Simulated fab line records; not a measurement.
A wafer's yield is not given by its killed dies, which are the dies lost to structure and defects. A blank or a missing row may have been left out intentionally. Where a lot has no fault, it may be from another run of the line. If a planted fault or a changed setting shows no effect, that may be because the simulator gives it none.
Split-lot trial    flow berkeley-cmos170    23 wafers read across 5 lots, on a route 331 steps long

## SPLIT DETAILS
At UCB170_PVT_STRIP_08 (strips in O2), the setting overash-fraction was moved away from the recipe's 0.5 on 10 of the 23 wafers read, by +13.9% to +29.6%. This setting was run at the recipe's value on the other wafers.

The reading is taken at the split's own step.

## THE READING
oes-product-au, in a.u., at UCB170_PVT_STRIP_08 (strips in O2). On this fab line, fault-free wafers typically give 0.735 a.u. with a standard deviation of 0.0043 a.u.

wafer   tool, chamber at the split  overash-fraction as run  against the recipe  oes-product-au, a.u.  against lot-mates on the recipe
L075.1  plasma-asher-01, 0          0.5                      recipe              0.735                 -
L075.2  plasma-asher-01, 1          0.5                      recipe              0.739                 -
L075.3  plasma-asher-01, 1          0.5696                   +13.9%              0.706                 -0.031
L075.5  plasma-asher-01, 0          0.5696                   +13.9%              0.708                 -0.029
L075.6  plasma-asher-01, 1          0.5                      recipe              0.736                 -
L077.2  plasma-asher-03, 1          0.5                      recipe              0.733                 -
L077.3  plasma-asher-03, 0          0.6482                   +29.6%              0.691                 -0.041
L077.4  plasma-asher-03, 1          0.6482                   +29.6%              0.687                 -0.045
L077.5  plasma-asher-03, 1          0.6482                   +29.6%              0.684                 -0.048
L077.6  plasma-asher-03, 0          0.5                      recipe              0.732                 -
L080.1  plasma-asher-03, 1          0.5809                   +16.2%              0.696                 -0.034
L080.2  plasma-asher-03, 0          0.5809                   +16.2%              0.706                 -0.024
L080.3  plasma-asher-03, 0          0.5                      recipe              0.727                 -
L080.5  plasma-asher-03, 1          0.5                      recipe              0.732                 -
L080.6  plasma-asher-03, 0          0.5809                   +16.2%              0.712                 -0.018
L083.1  plasma-asher-03, 1          0.5                      recipe              0.744                 -
L083.3  plasma-asher-03, 1          0.5                      recipe              0.735                 -
L083.4  plasma-asher-03, 0          0.5                      recipe              0.732                 -
L085.2  plasma-asher-03, 1          0.612                    +22.4%              0.706                 -0.028
L085.3  plasma-asher-03, 0          0.612                    +22.4%              0.696                 -0.038
L085.4  plasma-asher-03, 1          0.5                      recipe              0.732                 -
L085.5  plasma-asher-03, 0          0.5                      recipe              0.740                 -
L085.6  plasma-asher-03, 1          0.5                      recipe              0.729                 -

FIT RESULTS
A straight line over all 23 wafers: oes-product-au changes by -0.00161 a.u. for each +1% of overash-fraction; r = -0.96; the points scatter about the line by 0.0052 a.u.
The same after taking each lot's own level away (the mean of its wafers on the recipe; 23 wafers): -0.00154 a.u. for each +1%; r = -0.96; scatter 0.0049 a.u.
The reading moves by 0.046 a.u. for the largest change in overash-fraction, on that fit.
From 0.7295 to 0.7370 a.u.: that is the span of the lots' own levels, equal to 1.7 times the standard deviation above.
Hence the lot-to-lot level has little effect on the slope; both slopes agree.
Check: with one of the wafers moved furthest among these (+29.6%) left out of the fit, the line predicts -0.0472 a.u. for it against its lot-mates. It came out at -0.0415 a.u. against them.
Tool readings at the split's step, against how far the setting was moved: oes-product-au r = -0.96.

## THE OTHER SPLITS THESE WAFERS WENT THROUGH
Note: prior to the reading, these wafers also went through further splits. Each is held against what the fit with the lots' levels taken away leaves over:
other split on the same wafers       wafers away from the commonest value  r with oes-product-au (lot level and that fit taken away)
UCB170_ZERO_COAT_01 resist-thk-nm    6                                     +0.06
UCB170_ZERO_PEB_04 peb-temp-c        5                                     +0.30
UCB170_NWELL_COAT_07 spin-rpm        11                                    +0.38
UCB170_PWELL_OXIDATION_02 ox-time-s  15                                    -0.24
UCB170_PFIELD_COAT_01 resist-thk-nm  9                                     +0.13

## THE FILE'S OWN FIT
oes-product-au changes by -0.00157 a.u. for each +1% of overash-fraction, r = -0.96.
